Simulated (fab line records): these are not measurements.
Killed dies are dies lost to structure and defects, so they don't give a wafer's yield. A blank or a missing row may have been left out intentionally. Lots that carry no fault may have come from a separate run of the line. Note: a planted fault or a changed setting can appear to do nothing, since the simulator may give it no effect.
A struck lot beside a sound one	flow rit-cmos	15 out of 202 route steps
Sound: the wafers L183.3, L183.5, L183.6. Wafers L187.4, L187.5, L187.6 were the ones struck. Last of all comes the cause.
For every step that has rows: the tool of each side, followed by ch and its chambers, followed by its first start. Under that, the readings that differ: sound wafers	struck wafers	difference of the means	sigmas: that difference in standard deviations of wafers without a fault.
alike: words and numbers the same on both sides, and readings whose means are apart by under 2 such deviations; not compared: readings that were withheld, readings missing a value for some wafer, numbers with overlapping values and no deviation given by the record, and bounds like >300 which may hide the same value.
A row with sigmas, a row that says differs or no value, or rows on one side alone: a step with any of these is where the two part. Non-overlapping numbers with no deviation appear without sigmas and do not part them. A reading missing from all wafers of one side parts the sides only when that side holds two or more wafers.

RIT_NLDD_TW_MEAS_10:
  sound on film-metro-03 at day 3 15:09; struck on film-metro-02 at day 4 11:13
  alike: NLDD_TW
then, 6 steps without rows for these wafers: RIT_PLDD_HMDS_00 (prime time 60 s); RIT_PLDD_COAT_01 (resist thk 1000 nm); RIT_PLDD_SOFTBAKE_02 (time 60 s); RIT_PLDD_EXPOSE_03 (exposes mask M8, target cd 40900 nm); RIT_PLDD_PEB_04; RIT_PLDD_DEVELOP_05 (develop time 50 s).
RIT_PLDD_OVL_MEAS_06:
  sound on overlay-02 at day 3 16:03; struck on overlay-02 at day 4 12:14
  alike: PLDD_OVL
then, 2 steps without rows for these wafers: RIT_PLDD_HARDBAKE_07 (time 60 s); RIT_PLDD_IMPLANT_08.
RIT_PLDD_STRIP_09: strips in O2, time 180 s.
  sound on plasma-asher-02 ch 0,1, day 3 16:26; struck on plasma-asher-04 ch 0,1, day 4 12:37
  alike: chamber-pressure-mTorr, drypump-motor-current-A
  not compared: rf-hours-counter-h
RIT_PLDD_TW_MEAS_10:
  sound on film-metro-02 at day 3 16:34; struck on film-metro-03 at day 4 12:46
  alike: PLDD_TW
RIT_SPACER_CLEAN_00: cleans in SC1, time 600 s.
  sound on wet-bench-03 ch 3, day 3 16:37; struck on wet-bench-02 ch 2, day 4 12:47
reading	sound	struck	difference	sigmas
run-length-s (s)	631 631 631	679 679 679	+48	+13
then, 1 step without rows for these wafers: RIT_SPACER_CLEAN_01 (cleans in dHF, time 30 s).
RIT_M1_PROBE_99:
  record: rows for the struck wafers here (prober-01, day 5 02:49), none for the sound ones

WHERE THEY PART
Earliest at RIT_SPACER_CLEAN_00; latest, in this record, at RIT_M1_PROBE_99.

WHY: what had been put in by the simulator
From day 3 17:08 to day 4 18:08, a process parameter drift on wet-bench-02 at RIT_SPACER_CLEAN_00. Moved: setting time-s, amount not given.
